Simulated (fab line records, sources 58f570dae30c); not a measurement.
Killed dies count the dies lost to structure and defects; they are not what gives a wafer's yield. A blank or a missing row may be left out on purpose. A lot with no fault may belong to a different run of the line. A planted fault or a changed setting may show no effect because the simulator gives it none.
Problem report in the 8D (eight disciplines) form, filled by code ; flow berkeleyCmos170 ; the parts of the form that need people (team, actions taken, sign-off) are left out

== 1. WHAT WENT WRONG ==
Across 2 wafers from 2 lots, SILICIDE_TI_RS at UCB170_SILICIDE_RS_MEAS_02 averages 19.77 ohm/sq, while fault-free wafers read 26.13 ohm/sq with a standard deviation of 0.29. That puts it -22 standard deviations away from the usual mean.
The step: measures by four-point-probe.
First seen on wafer L169.2, day 11 05:25, on filmMetro-03. The record has a number at this step for 42 wafers belonging to 14 lots. Rule for "out" (also "out of limits"): further than 4 standard deviations from the usual mean. The other wafers with a number count as sound.

== 2. WHAT IT IS AND WHAT IT IS NOT ==
question;is;is not
which readings at this step;SILICIDE_TI_RS;-
which lots;L169, L174;L161, L163, L164, L165, L166, L167, L168, L171, L178, L180, L181, L183
which wafers of those lots;L169.2, L174.4;L169.1, L169.3, L174.1, L174.2
read on which gauges;filmMetro-02, filmMetro-03;filmMetro-04
when;from day 11 05:25;"up to then (26 sound wafers); but 14 sound wafers of L174, L178, L180, L181, L183 came after"

== 3. SUSPECTS, AND WHAT RULES EACH OUT ==
Counting: any tool at a process step up to the reading remains a suspect provided it ran every lot that is out. Sound lots after the first of them don't rule it out here, since some wafers of a struck lot are sound.
- ruled out: the gauge at UCB170_SILICIDE_RS_MEAS_02. Those wafers that are out were read across 2 gauges (filmMetro-02, filmMetro-03).
- pvdSputter-02 at UCB170_SILICIDE_SPUTTER_01 (material Ti, target thk 30 nm, time 25 s): kept. Ran every lot that is out, first one L169 (day 11 05:23); last sound lot up to then L168 (day 9 18:39).
Left after counting: pvdSputter-02 at UCB170_SILICIDE_SPUTTER_01.

== 4. THE CAUSE (what the simulator had put in) ==
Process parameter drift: pvdSputter-02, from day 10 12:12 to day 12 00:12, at UCB170_SILICIDE_SPUTTER_01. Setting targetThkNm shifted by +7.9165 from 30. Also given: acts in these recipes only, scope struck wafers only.
The count eliminated every tool but this one.

== 5. THE EFFECT CHAIN, in route order ==
Each row: a reading where the mean over the struck wafers with a number is more than 3 standard deviations away from the usual. Only readings whose record carries a usual standard deviation are examined. hours: median over the lots of the time between each lot's start at the first step of this table that gives one and its start at this step. sigmas: the change, counted in usual standard deviations.
hours;step;reading;usual;on struck wafers;change;sigmas
0;UCB170_SILICIDE_RS_MEAS_02;SILICIDE_TI_RS;26.13 ohm/sq;19.77;-6.36;-22
0;UCB170_SILICIDE_THK_MEAS_03;SILICIDE_TI_THK;29.7 nm;37.8;+8.1;+25

== 6. HOW IT WOULD HAVE BEEN CAUGHT EARLIER ==
The first out-of-limits reading at a measuring or inspecting step in this record came at day 11 05:25, 17 hours after the fault's start at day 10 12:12.
An alarm limit of 4 standard deviations would not have fired on the tool readings at UCB170_SILICIDE_SPUTTER_01 for which the record gives a usual standard deviation, since none of them was out on any struck wafer.
L174, from the lots that are out (2), started UCB170_SILICIDE_SPUTTER_01 on pvdSputter-02 later than day 11 05:25. Holding the tool at that time would have saved it.
